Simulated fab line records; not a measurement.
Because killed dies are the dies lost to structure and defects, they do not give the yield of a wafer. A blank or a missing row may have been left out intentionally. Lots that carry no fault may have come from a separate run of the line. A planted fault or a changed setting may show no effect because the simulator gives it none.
Which tool was responsible?	flow berkeley-cmos170	11 lots with 33 wafers sampled at 6 steps, on a route of 331 steps

== WHAT THE GAUGES SHOWED, per wafer ==
UCB170_NWELL_THK_MEAS_05. Usual: NWELL_NITRIDE_THK 222.5 nm, standard deviation 2.2.
lot	measured	on	NWELL_NITRIDE_THK (nm)	flag
L989	day 2 02:27	film-metro-02	220.4 219.1 219.7	
L990	day 2 10:00	film-metro-04	223.9 223.6 225.8	
L991	day 2 13:08	film-metro-03	224.8 223.9 225.3	
L992	day 2 17:05	film-metro-02	224.1 224.7 225.4	
L993	day 2 22:23	film-metro-03	224.5 225.6 227.4	
L994	day 3 05:16	film-metro-04	95.4 94.9 97.0	OFF
L995	day 3 09:41	film-metro-04	220.7 221.4 222.5	
L996	day 3 15:40	film-metro-02	221.0 220.9 220.9	
L110	day 6 22:04	film-metro-04	225.5 224.4 224.3	
L111	day 6 22:04	film-metro-03	224.5 224.9 224.9	
L112	day 7 02:04	film-metro-04	220.3 219.2 221.5	

UCB170_NWELL_OVL_MEAS_12. Usual: NWELL_OVL 4 nm, standard deviation 5.7.
lot	measured	on	NWELL_OVL (nm)	flag
L989	day 2 03:29	overlay-02	17 9 13	
L990	day 2 11:31	overlay-01	12 12 4	
L991	day 2 14:31	overlay-01	1 -8 -2	
L992	day 2 18:13	overlay-01	7 7 14	
L993	day 2 23:57	overlay-02	-3 6 1	
L994	day 3 06:49	overlay-01	7 4 -2	
L995	day 3 10:46	overlay-02	1 -1 1	
L996	day 3 17:35	overlay-02	1 -7 3	
L110	day 7 00:23	overlay-02	9 0 11	
L111	day 6 23:23	overlay-02	-1 5 -1	
L112	day 7 03:41	overlay-02	-4 -3 1	

UCB170_FIELD_THK_MEAS_02. Usual: FIELD_OXIDE_THK 554 nm, standard deviation 11.
lot	measured	on	FIELD_OXIDE_THK (nm)	flag
L989	day 4 00:56	film-metro-03	551 553 562	
L990	day 5 02:00	film-metro-03	575 567 566	
L991	day 4 22:59	film-metro-03	559 555 559	
L992	day 5 01:59	film-metro-04	582 581 585	
L993	day 5 05:22	film-metro-04	571 572 566	
L994	day 5 13:29	film-metro-04	542 548 526	
L995	day 5 13:31	film-metro-03	536 540 533	
L996	day 5 21:46	film-metro-04	558 552 562	
L110	day 9 07:06	film-metro-04	540 532 536	
L111	day 9 07:02	film-metro-04	543 542 548	
L112	day 9 07:19	film-metro-01	547 563 557	

== TOOL THAT RAN EACH LOT (tool first, then ch and the chambers of the sampled wafers, then the start) ==
lot	UCB170_NWELL_CVD_04	UCB170_NWELL_ETCH_13	UCB170_ACTIVE_ETCH_15
L989	lpcvd-02 ch 1, day 2 00:31	rie-diel-01 ch 0,3, day 2 03:31	rie-diel-01 ch 0,3, day 3 15:38
L990	lpcvd-02 ch 1, day 2 08:04	rie-diel-03 ch 1,3, day 2 11:32	rie-diel-04 ch 2,3, day 4 16:26
L991	lpcvd-02 ch 0, day 2 11:13	rie-diel-04 ch 1,2,3, day 2 14:34	rie-diel-02 ch 0,1,3, day 4 16:10
L992	lpcvd-01 ch 1, day 2 15:08	rie-diel-04 ch 0,2,3, day 2 18:15	rie-diel-01 ch 0,3, day 4 16:14
L993	lpcvd-01 ch 1, day 2 20:27	rie-diel-01 ch 0,3, day 2 23:59	rie-diel-02 ch 1,2,3, day 4 21:34
L994	lpcvd-01 ch 0, day 3 03:20	rie-diel-01 ch 0,1,3, day 3 06:51	rie-diel-02 ch 0,2,3, day 5 06:01
L995	lpcvd-02 ch 0, day 3 07:46	rie-diel-01 ch 0,3, day 3 10:48	rie-diel-04 ch 1,2,3, day 5 06:08
L996	lpcvd-02 ch 0, day 3 13:44	rie-diel-04 ch 0,1, day 3 17:37	rie-diel-01 ch 2,3, day 5 14:57
L110	lpcvd-01 ch 1, day 6 20:08	rie-diel-03 ch 0,2, day 7 00:26	rie-diel-01 ch 0,1,2, day 8 23:07
L111	lpcvd-01 ch 1, day 6 20:08	rie-diel-01 ch 0,2,3, day 6 23:26	rie-diel-01 ch 1,2,3, day 8 18:55
L112	lpcvd-02 ch 1, day 7 00:07	rie-diel-04 ch 0,1, day 7 03:42	rie-diel-04 ch 0,1,3, day 8 23:14
- UCB170_NWELL_CVD_04: deposits Si3N4 from SiH2Cl2/NH3, target thk 224 nm, time 3360 s.
- UCB170_NWELL_ETCH_13: etches Si3N4 in CH3F/Ar/O2, stops on SiO2, target depth 246.4 nm, time 154 s.
- UCB170_ACTIVE_ETCH_15: etches Si3N4 in CH3F/Ar/O2, stops on SiO2, target depth 242 nm, time 151 s.

== WHAT THE TOOLS THEMSELVES READ (means of the sampled wafers that have a number; where no wafer has one, the mark that the record gives instead) ==
UCB170_NWELL_CVD_04. Usual: zone-power-centre-pct 36 %, standard deviation 5.5.
lot	tool	zone-power-centre-pct (%)	flag
L989	lpcvd-02	37	
L990	lpcvd-02	37	
L991	lpcvd-02	44	
L992	lpcvd-01	31	
L993	lpcvd-01	31	
L994	lpcvd-01	35	
L995	lpcvd-02	45	
L996	lpcvd-02	44	
L110	lpcvd-01	31	
L111	lpcvd-01	31	
L112	lpcvd-02	37	

UCB170_NWELL_ETCH_13. Usual: drypump-motor-current-A 5.6 A, standard deviation 0.41; mfc-ar-sccm 50.00 sccm, standard deviation 0.15; oes-product-au 0.933 a.u., standard deviation 0.019; throttle-valve-pct 8.07 %, standard deviation 0.17.
lot	tool	drypump-motor-current-A (A)	mfc-ar-sccm (sccm)	oes-product-au (a.u.)	throttle-valve-pct (%)	flag
L989	rie-diel-01	5.1	49.91	0.930	8.33	
L990	rie-diel-03	6.1	49.99	0.965	8.14	
L991	rie-diel-04	5.6	50.04	0.932	8.03	
L992	rie-diel-04	5.4	50.03	0.935	8.02	
L993	rie-diel-01	5.1	50.02	0.948	8.33	
L994	rie-diel-01	5.3	50.15	0.614	8.12	OFF
L995	rie-diel-01	5.1	49.86	0.939	8.33	
L996	rie-diel-04	5.7	49.96	0.918	8.06	
L110	rie-diel-03	5.8	50.04	0.949	8.03	
L111	rie-diel-01	5.3	50.07	0.942	8.25	
L112	rie-diel-04	5.7	50.01	0.912	8.05	

UCB170_ACTIVE_ETCH_15. Usual: drypump-motor-current-A 5.6 A, standard deviation 0.44; mfc-ar-sccm 50.03 sccm, standard deviation 0.15; oes-product-au 0.929 a.u., standard deviation 0.016; throttle-valve-pct 8.11 %, standard deviation 0.17.
lot	tool	drypump-motor-current-A (A)	mfc-ar-sccm (sccm)	oes-product-au (a.u.)	throttle-valve-pct (%)	flag
L989	rie-diel-01	5.1	50.23	0.936	8.34	
L990	rie-diel-04	5.3	50.02	0.947	7.97	
L991	rie-diel-02	6.0	50.11	0.930	8.11	
L992	rie-diel-01	5.1	49.92	0.933	8.31	
L993	rie-diel-02	5.7	49.95	0.923	8.17	
L994	rie-diel-02	5.9	49.95	0.937	8.12	
L995	rie-diel-04	5.6	50.00	0.924	8.04	
L996	rie-diel-01	5.7	50.09	0.932	8.18	
L110	rie-diel-01	5.6	50.14	0.948	8.05	
L111	rie-diel-01	5.5	50.04	0.953	8.07	
L112	rie-diel-04	5.4	50.03	0.927	7.99	

== THE ANSWER, worked out from the rows above alone ==
Rule: a lot counts as off when the mean over its wafers that have a number is more than 3 standard deviations away from the usual mean. A lot without any number at a reading at which 4 lots or more have one is off too. All remaining lots with rows at the step are treated as sound. First the gauges in route order, then the tools' own readings, where a lot's mean is used as printed above. At the first step where some lot is off, the reading lying furthest off is the one used; lots without a number count as furthest.
Off: L994, at UCB170_NWELL_THK_MEAS_05 (NWELL_NITRIDE_THK).
If a tool, at a process step before that reading, ran all the lots that are off and no sound lot after the first of them, it fits. The gauges at UCB170_NWELL_THK_MEAS_05 aren't tried: what is off there is off at UCB170_NWELL_ETCH_13 too, on other tools, and a gauge's error can't cause that. No candidate that was tried fits.

== WHAT THE SIMULATOR HAD INSERTED ==
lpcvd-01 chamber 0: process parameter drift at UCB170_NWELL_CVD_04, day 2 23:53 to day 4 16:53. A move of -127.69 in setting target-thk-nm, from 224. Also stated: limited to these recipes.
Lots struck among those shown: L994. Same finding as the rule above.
